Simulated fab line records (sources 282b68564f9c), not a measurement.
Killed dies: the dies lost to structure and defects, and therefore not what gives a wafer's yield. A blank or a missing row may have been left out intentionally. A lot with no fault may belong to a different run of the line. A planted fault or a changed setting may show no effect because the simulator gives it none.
A single fault, viewed from 2 desks | flow rit cmos | numbers are kept per desk, each desk with only its own; the story behind them comes last

== AT THE METROLOGY DESK ==
What the gauges read for every lot (on any tool): the sampled wafers with a number, averaged. Any lot whose mean is over 4 standard deviations away from the usual mean is out of limits and marked OUT; that distance is given in the brackets.
Columns: A = FOX1_OXIDE_THK at RIT_FOX1_THK_MEAS_01, usual 349 nm; B = GATE_OVL at RIT_GATE_OVL_MEAS_17, usual 0.0 nm; C = SPACER_NITRIDE_THK at RIT_SPACER_THK_MEAS_04, usual 250.7 nm
lot  | first seen here | A   | B    | C
L704 | day 2 02:56     | 350 | -0.1 | 249.2
L706 | day 2 13:46     | 348 | 0.7  | 248.6
L707 | day 2 17:56     | 348 | -2.4 | 251.8
L708 | day 2 22:57     | 348 | 0.6  | 249.9
L709 | day 3 04:54     | 346 | 0.1  | 250.9
L711 | day 3 14:48     | 354 | 0.0  | 251.5
L712 | day 3 20:36     | 350 | 0.3  | 248.5
L713 | day 4 01:23     | 348 | 1.1  | 252.6
L714 | day 4 07:22     | 353 | -0.3 | 251.2
L716 | day 4 16:35     | 342 | -0.6 | 255.1
L718 | day 5 05:10     | 351 | -0.3 | 249.5
L719 | day 5 08:25     | 346 | 0.4  | 205.1 (-22) OUT
L723 | day 6 04:57     | 352 | -1.1 | 250.4
Finding of this desk: L719 out of limits, first seen on L719 at day 6 17:19 (SPACER_NITRIDE_THK at RIT_SPACER_THK_MEAS_04). L704, L706, L707, L708, L709, L711, L712, L713, L714, L716, L718, L723 stayed within limits.

== FOR THE TOOL OWNER'S DESK: lpcvd-02 ==
The tool's own readings at RIT_SPACER_CVD_03 (deposits Si3N4 from SiH2Cl2/NH3, target thk 250 nm, time 3300 s): means of the sampled wafers that have a number, for each lot that ran on this tool. Any lot whose mean is over 4 standard deviations away from the usual mean is out of limits and marked OUT; that distance is given in the brackets.
Columns: A = pressure mtorr at RIT_SPACER_CVD_03, usual 299.9 mTorr
lot  | first seen here | A
L706 | day 3 16:11     | 299.5
L709 | day 4 09:31     | 300.6
L712 | day 4 23:52     | 299.3
L714 | day 5 16:55     | 299.9
L716 | day 6 02:11     | 299.9
L719 | day 6 15:23     | 149.8 (-99 or more) OUT
Finding of this desk: L719 out of limits; the first was L719 at day 6 15:23, on pressure mtorr at RIT_SPACER_CVD_03. L706, L709, L712, L714, L716 stayed within limits.

== ALL TOGETHER ==
The tool owner's desk had the chance to raise an alarm at day 6 15:23 on L719.
The metrology desk could have raised an alarm at day 6 17:19, on L719.
The lots listed all ran RIT_SPACER_CVD_03 on lpcvd-02.

== WHAT HAD BEEN PUT IN BY THE SIMULATOR ==
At RIT_SPACER_CVD_03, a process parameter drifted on lpcvd-02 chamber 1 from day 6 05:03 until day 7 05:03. Setting pressure mtorr shifted by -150 from 300. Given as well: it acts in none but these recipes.
Lots struck among those shown: L719.
Time in hours from fault onset to the first out-of-limits reading at each desk: tool owner's desk 10, metrology desk 12.
